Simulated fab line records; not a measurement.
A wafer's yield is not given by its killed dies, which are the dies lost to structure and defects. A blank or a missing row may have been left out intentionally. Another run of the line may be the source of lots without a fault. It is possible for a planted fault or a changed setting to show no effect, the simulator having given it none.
fab line records + flow rit-cmos
record:
- lots: 14
- wafers: 42
- last-day: 7
route steps=202 shown PRETRO@72
lots that met no fault: from a run of the same line without faults
start-h: hours from the record's opening day to when the first of the lot's shown wafers began + wait-h: hours from the lot's prior step to this one + " same as the row above + L1.1+2: one row covering several wafers at once + - no value, or no start given + * or withheld: withheld + < > ~ a bound
route shown NAME@n: a module of which the file shows steps, and the number in the route of the first + usual: mean/standard deviation taken from wafers without a fault + same: alike in all rows + chamber/n: place in a boat + sites: readings site by site + _std_site: how widely they spread, as a standard deviation + _edge_site: outer sites' mean less inner sites' + radius-mm: for every site, how far away it sits from the centre of the wafer + mask NAME#n: copy n + behind: the most recent tool/chamber to have shaped the wafer + hold: what put the lot on hold/how long, in hours/how the hold closed + device: the transistor (n, p or np) that didn't switch + end of line: the same wafers' tests at the end of the route + a step without rows: its recipe alone + killed: count of dies lost to structure and defects at first sort (not the wafer's yield) + map: dies across one wafer; x = killed, . = not, _ = none there
set.NAME: the setting as run; set.NAME@STEP: as run at that earlier step + model.NAME: the simulator's own value behind a step, which no gauge read
steps of the route over a sample of lots; a table a step, a row a wafer
services: a tool's chamber out of use, with start hour (start-h, from the record's first day; less than 0 if before it), hours out, and reason
== steps ==
step: RIT_PRETRO_IMPLANT_08
recipe:
- species: B
- energy-kev: 45
- dose-cm2: 1.2e+13
- tilt-deg: 7
usual:
- dose-ions-cm2: 1.2003e+13/1.3e+10
- faraday-current-uA: 38.1/0.72
| lot.wafer | tool         | chamber | start-h | wait-h | dose-ions-cm2 | faraday-current-uA |
|-----------|--------------|---------|---------|--------|---------------|--------------------|
| L477.2    | implanter-01 | 0       | 31.24   | 0.2    | 1.1984e+13    | 38.5               |
| L477.4    | "            | 0       | "       | "      | 1.1997e+13    | 37.6               |
| L477.5    | "            | 0       | "       | "      | 1.1992e+13    | 39.3               |
| L478.3    | implanter-01 | 0       | 35.72   | 0.2    | 1.2024e+13    | 38.5               |
| L478.5    | "            | 0       | "       | "      | 1.2019e+13    | 40.1               |
| L478.6    | "            | 0       | "       | "      | 1.2009e+13    | 37.5               |
| L482.3    | implanter-02 | 0       | 56.55   | 0.2    | 1.2005e+13    | 37.5               |
| L482.4    | "            | 0       | "       | "      | 1.2012e+13    | 38.3               |
| L482.6    | "            | 0       | "       | "      | 1.2004e+13    | 36.9               |
| L483.1    | implanter-03 | 0       | 60.71   | 0.2    | 1.2007e+13    | 38.3               |
| L483.4    | "            | 0       | "       | "      | 1.2011e+13    | 37.9               |
| L483.6    | "            | 0       | "       | "      | 1.2016e+13    | 38.1               |
| L485.2    | implanter-01 | 0       | 71.45   | 0.2    | 1.2013e+13    | 38.4               |
| L485.3    | "            | 0       | "       | "      | 1.202e+13     | 37.0               |
| L485.4    | "            | 0       | "       | "      | 1.2008e+13    | 38.5               |
| L486.1    | implanter-03 | 0       | 77.16   | 0.2    | 1.1988e+13    | 36.8               |
| L486.2    | "            | 0       | "       | "      | 1.1995e+13    | 38.3               |
| L486.5    | "            | 0       | "       | "      | 1.2004e+13    | 38.7               |
| L487.3    | implanter-01 | 0       | 81.59   | 0.2    | 1.2027e+13    | 38.0               |
| L487.4    | "            | 0       | "       | "      | 1.1992e+13    | 38.2               |
| L487.6    | "            | 0       | "       | "      | 1.1998e+13    | 38.3               |
| L489.2    | implanter-01 | 0       | 91.68   | 0.2    | 1.2013e+13    | 38.9               |
| L489.3    | "            | 0       | "       | "      | 1.1993e+13    | 37.0               |
| L489.6    | "            | 0       | "       | "      | 1.2002e+13    | 38.4               |
| L491.1    | implanter-02 | 0       | 100.90  | 0.2    | 1.1987e+13    | 38.9               |
| L491.2    | "            | 0       | "       | "      | 1.2016e+13    | 37.8               |
| L491.5    | "            | 0       | "       | "      | 1.2015e+13    | 35.7               |
| L493.2    | implanter-02 | 0       | 110.94  | 0.2    | 1.2003e+13    | 38.2               |
| L493.4    | "            | 0       | "       | "      | 1.1977e+13    | 38.8               |
| L493.6    | "            | 0       | "       | "      | 1.1997e+13    | 37.9               |
| L494.1    | implanter-02 | 0       | 116.18  | 0.2    | 1.6327e+13    | 51.6               |
| L494.2    | "            | 0       | "       | "      | 1.63e+13      | 51.2               |
| L494.6    | "            | 0       | "       | "      | 1.6307e+13    | 51.8               |
| L495.1    | implanter-03 | 0       | 121.14  | 0.2    | 1.2015e+13    | 38.0               |
| L495.3    | "            | 0       | "       | "      | 1.2012e+13    | 37.7               |
| L495.4    | "            | 0       | "       | "      | 1.2003e+13    | 36.1               |
| L496.1    | implanter-02 | 0       | 128.65  | 0.2    | 1.6326e+13    | 52.6               |
| L496.2    | "            | 0       | "       | "      | 1.6343e+13    | 50.9               |
| L496.6    | "            | 0       | "       | "      | 1.6298e+13    | 51.4               |
| L500.2    | implanter-03 | 0       | 148.34  | 0.2    | 1.2003e+13    | 36.9               |
| L500.3    | "            | 0       | "       | "      | 1.1986e+13    | 37.5               |
| L500.4    | "            | 0       | "       | "      | 1.1978e+13    | 38.9               |
step: RIT_PRETRO_TW_MEAS_10
usual:
- PRETRO_TW: 472.7/2.6
| lot.wafer | tool          | chamber | start-h | wait-h | PRETRO_TW |
|-----------|---------------|---------|---------|--------|-----------|
| L477.2    | film-metro-04 | -       | 31.55   | 0.1    | 476.5     |
| L477.4    | "             | -       | "       | "      | 476.2     |
| L477.5    | "             | -       | "       | "      | 476.1     |
| L478.3    | film-metro-04 | -       | 36.02   | 0.1    | 472.2     |
| L478.5    | "             | -       | "       | "      | 475.0     |
| L478.6    | "             | -       | "       | "      | 475.3     |
| L482.3    | film-metro-04 | -       | 56.84   | 0.1    | 477.2     |
| L482.4    | "             | -       | "       | "      | 481.3     |
| L482.6    | "             | -       | "       | "      | 475.8     |
| L483.1    | film-metro-03 | -       | 61.04   | 0.1    | 474.0     |
| L483.4    | "             | -       | "       | "      | 470.3     |
| L483.6    | "             | -       | "       | "      | 472.3     |
| L485.2    | film-metro-03 | -       | 71.76   | 0.1    | 471.6     |
| L485.3    | "             | -       | "       | "      | 472.3     |
| L485.4    | "             | -       | "       | "      | 471.6     |
| L486.1    | film-metro-04 | -       | 77.48   | 0.1    | 473.9     |
| L486.2    | "             | -       | "       | "      | 475.1     |
| L486.5    | "             | -       | "       | "      | 472.9     |
| L487.3    | film-metro-01 | -       | 81.88   | 0.1    | 469.1     |
| L487.4    | "             | -       | "       | "      | 469.7     |
| L487.6    | "             | -       | "       | "      | 468.9     |
| L489.2    | film-metro-04 | -       | 91.99   | 0.1    | 472.5     |
| L489.3    | "             | -       | "       | "      | 472.9     |
| L489.6    | "             | -       | "       | "      | 473.0     |
| L491.1    | film-metro-03 | -       | 101.22  | 0.1    | 471.8     |
| L491.2    | "             | -       | "       | "      | 468.6     |
| L491.5    | "             | -       | "       | "      | 471.4     |
| L493.2    | film-metro-01 | -       | 111.25  | 0.1    | 470.3     |
| L493.4    | "             | -       | "       | "      | 469.3     |
| L493.6    | "             | -       | "       | "      | 472.5     |
| L494.1    | film-metro-01 | -       | 116.51  | 0.1    | 517.1     |
| L494.2    | "             | -       | "       | "      | 517.8     |
| L494.6    | "             | -       | "       | "      | 517.6     |
| L495.1    | film-metro-03 | -       | 121.47  | 0.1    | 475.1     |
| L495.3    | "             | -       | "       | "      | 471.5     |
| L495.4    | "             | -       | "       | "      | 472.8     |
| L496.1    | film-metro-04 | -       | 128.97  | 0.1    | 523.4     |
| L496.2    | "             | -       | "       | "      | 517.9     |
| L496.6    | "             | -       | "       | "      | 520.4     |
| L500.2    | film-metro-04 | -       | 148.65  | 0.1    | 475.0     |
| L500.3    | "             | -       | "       | "      | 476.4     |
| L500.4    | "             | -       | "       | "      | 475.3     |
== services ==
| tool         | chamber | start-h | hours | kind   |
|--------------|---------|---------|-------|--------|
| implanter-02 | -       | 24.46   | 19.6  | repair |
| implanter-02 | -       | 44.18   | 7.1   | repair |
| implanter-01 | -       | 51.37   | 0.6   | repair |
| implanter-03 | -       | 72.95   | 3.6   | repair |
| implanter-02 | -       | 89.40   | 6.8   | repair |
| implanter-02 | -       | 94.09   | 1.1   | repair |
| implanter-02 | -       | 134.38  | 5.2   | pm     |
| implanter-03 | -       | 135.18  | 6.8   | repair |
== key ==
first-sign:
- step: RIT_PRETRO_IMPLANT_08
- reading: dose-ions-cm2
- direction: up
- sigmas: 99+
- usual: 1.2003e+13
- struck: 1.6317e+13
effect:
- step: RIT_PRETRO_IMPLANT_08
- reading: faraday-current-uA
- direction: up
- sigmas: 19
- usual: 38.1
- struck: 51.6
effect:
- step: RIT_PRETRO_TW_MEAS_10
- reading: PRETRO_TW
- direction: up
- sigmas: 18
- usual: 472.7
- struck: 519.0
met-at RIT_PRETRO_IMPLANT_08
struck-lots L494,L496
tester-left-out L494,L496
onset-between 110.94 116.18
fault:
- kind: process-parameter-drift
- tool: implanter-02
- chamber: -
- onset-h: 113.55
- steps: RIT_PRETRO_IMPLANT_08
- channel: dose-cm2
- offset: 4.32e+12
- shape: step
- end-h: 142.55
- acts-in: these-recipes-only
- stated: 1.2e+13
tester-left-out: of these lots the tester's yield and bins aren't shown, on N5 and GAA mostly nor the transistor test; their killed dies are dies lost to structure and defects alone, not to doping, threshold or leakage, so they don't give the yield
